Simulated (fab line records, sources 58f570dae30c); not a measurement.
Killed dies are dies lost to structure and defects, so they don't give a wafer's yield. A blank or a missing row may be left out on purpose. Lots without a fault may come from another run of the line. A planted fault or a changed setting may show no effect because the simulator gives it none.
Problem report in the 8D (eight disciplines) form, filled by code | flow berkeley_cmos170 | the parts of the form that need people (team, actions taken, sign-off) are left out

1. THE PROBLEM
oes_product_au at UCB170_SPACER_ETCHBACK_03 reads a mean of 0.770 a.u. on 2 wafers of 2 lots; wafers without a fault read 0.900 a.u. with a standard deviation of 0.016. That is -8.2 standard deviations from the usual mean.
The step: etches SiO2 in CHF3/CF4/Ar, stops on Si, target depth 376 nm, time 100 s.
First seen on wafer L137.4, day 8 09:02, on rie_diel-04. The record holds 16 wafers of 6 lots with a number at this step. Rule for "out", or "out of limits": more than 4 standard deviations from the usual mean. The other wafers with a number count as sound.

2. WHAT IT IS AND WHAT IT IS NOT
question                    | is               | is not
which readings at this step | oes_product_au   | CHF3_flow_sccm, drypump_motor_current_A, throttle_valve_pct
which lots                  | L137, L141       | L131, L136, L138, L148
which wafers of those lots  | L137.4, L141.4   | L137.3, L137.5
read on which tools         | rie_diel-04      | rie_diel-02, rie_diel-03
when                        | from day 8 09:02 | up to then (11 sound wafers); but 3 sound wafers of L148 came after

3. SUSPECTS, AND WHAT RULES EACH OUT
Counting: a tool at a process step up to the reading stays a suspect if it ran every lot that is out. Sound lots after the first of them don't rule it out here, since some wafers of a struck lot are sound.
- pecvd-03 at UCB170_SPACER_CVD_00 (deposits SiO2 from TEOS/O2, target thk 376 nm, time 47 s): kept. It ran every lot that is out, first L137 (day 8 03:53).
- rie_diel-04 at UCB170_SPACER_ETCHBACK_03 (etches SiO2 in CHF3/CF4/Ar, stops on Si, target depth 376 nm, time 100 s): kept. It ran every lot that is out, first L137 (day 8 09:02); its last sound lot up to then is L136 (day 7 23:32). Its own readings are out on those wafers: oes_product_au.
- Within pecvd-03 at UCB170_SPACER_CVD_00: the wafers that are out ran in chambers 1, 2; their sound lot-mates ran in chamber 0.
- Within rie_diel-04 at UCB170_SPACER_ETCHBACK_03: the wafers that are out ran in chamber 0; their sound lot-mates ran in chambers 2, 3.
Left after counting: pecvd-03 at UCB170_SPACER_CVD_00, rie_diel-04 at UCB170_SPACER_ETCHBACK_03.

4. THE CAUSE (what the simulator had put in)
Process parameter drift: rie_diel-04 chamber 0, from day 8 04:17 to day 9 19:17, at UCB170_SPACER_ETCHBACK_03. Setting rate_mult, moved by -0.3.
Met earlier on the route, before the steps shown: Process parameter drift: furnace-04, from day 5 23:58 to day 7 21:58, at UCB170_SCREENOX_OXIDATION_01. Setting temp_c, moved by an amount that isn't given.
Counting left 2 suspects, and this tool is among them.

5. THE CHAIN OF EFFECTS, in route order
Each row: a reading whose mean over the struck wafers that have a number lies more than 3 standard deviations from the usual. Only readings for which the record gives a usual standard deviation are gone through. hours: the time from each lot's start at the first step in this table that gives one to its start at this step, as a median over the lots. sigmas: the change in usual standard deviations.
hours | step                      | reading        | usual      | on struck wafers | change | sigmas
0     | UCB170_SPACER_ETCHBACK_03 | oes_product_au | 0.900 a.u. | 0.770            | -0.130 | -8.2
The process steps in it:
- UCB170_SPACER_ETCHBACK_03: etches SiO2 in CHF3/CF4/Ar, stops on Si, target depth 376 nm, time 100 s.

6. WHAT WOULD HAVE CAUGHT IT SOONER
In this record the first reading out of limits was taken at day 8 09:02, 5 hours after the fault began at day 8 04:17.
